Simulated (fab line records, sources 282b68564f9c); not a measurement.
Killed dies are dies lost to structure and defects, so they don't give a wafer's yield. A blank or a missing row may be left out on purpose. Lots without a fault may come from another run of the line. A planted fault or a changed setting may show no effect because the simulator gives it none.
One fault seen from 2 desks | flow rit_cmos | each desk has only its own numbers; what lay behind them comes last

THE TOOL OWNER'S DESK: pvd_sputter-04
The tool's own readings at RIT_M1_SPUTTER_00 (material Al, target thk 400 nm, time 500 s): means of the sampled wafers that have a number, for each lot that ran on this tool. A lot is out of limits, marked OUT, if its mean lies more than 4 standard deviations from the usual mean; the brackets give that distance.
Columns: A = cathode_dc_power_W at RIT_M1_SPUTTER_00, usual 2000.0 W; B = chamber_pressure_pa at RIT_M1_SPUTTER_00, usual 0.4001 Pa; C = throttle_valve_pct at RIT_M1_SPUTTER_00, usual 30.0 %
lot  | first seen here | A      | B                | C
L794 | day 5 21:32     | 2000.1 | 0.4002           | 30.2
L798 | day 6 17:31     | 1999.8 | 0.4368 (+50) OUT | 29.1
L799 | day 7 00:37     | 2000.2 | 0.4368 (+50) OUT | 29.1
This desk's finding: out of limits on L798, L799; first on L798, day 6 17:31 (chamber_pressure_pa at RIT_M1_SPUTTER_00). In limits: L794.

THE METROLOGY DESK
What the gauges read, lot by lot, whatever tool the lot ran on: means of the sampled wafers that have a number. A lot is out of limits, marked OUT, if its mean lies more than 4 standard deviations from the usual mean; the brackets give that distance.
Columns: A = M1_AL_RS at RIT_M1_RS_MEAS_01, usual 0.0732 ohm/sq; B = M1_AL_THK at RIT_M1_THK_MEAS_02, usual 405 nm
lot  | first seen here | A      | B
L781 | day 3 06:36     | 0.0736 | 405
L783 | day 3 15:11     | 0.0731 | 404
L784 | day 4 00:15     | 0.0721 | 407
L785 | day 4 03:35     | 0.0725 | 406
L787 | day 4 13:32     | 0.0731 | 402
L788 | day 4 17:14     | 0.0746 | 396
L789 | day 4 22:47     | 0.0719 | 417
L792 | day 5 15:31     | 0.0741 | 406
L794 | day 5 21:50     | 0.0758 | 397
L798 | day 6 17:52     | 0.0766 | 389
L799 | day 7 00:55     | 0.0762 | 389
L801 | day 7 10:06     | 0.0732 | 408
L802 | day 7 13:43     | 0.0729 | 404
L804 | day 8 00:53     | 0.0729 | 405
This desk's finding: nothing out of limits on any of the 14 lots.

PUT TOGETHER
The tool owner's desk could have raised an alarm at day 6 17:31, on L798, L799.
The metrology desk saw nothing out of limits.
The metrology desk has L798, L799 on record, within its limits.
Of the lots named, all ran RIT_M1_SPUTTER_00 on pvd_sputter-04.

WHAT THE SIMULATOR HAD PUT IN
Process parameter drift: pvd_sputter-04, from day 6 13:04 on, at RIT_M1_SPUTTER_00. Setting chamber_pressure_pa, moved by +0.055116, from 0.4. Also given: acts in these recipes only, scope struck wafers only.
Lots struck among those shown: L798, L799.
Hours from the fault's start to each desk's first reading out of limits: the tool owner's desk, 4.
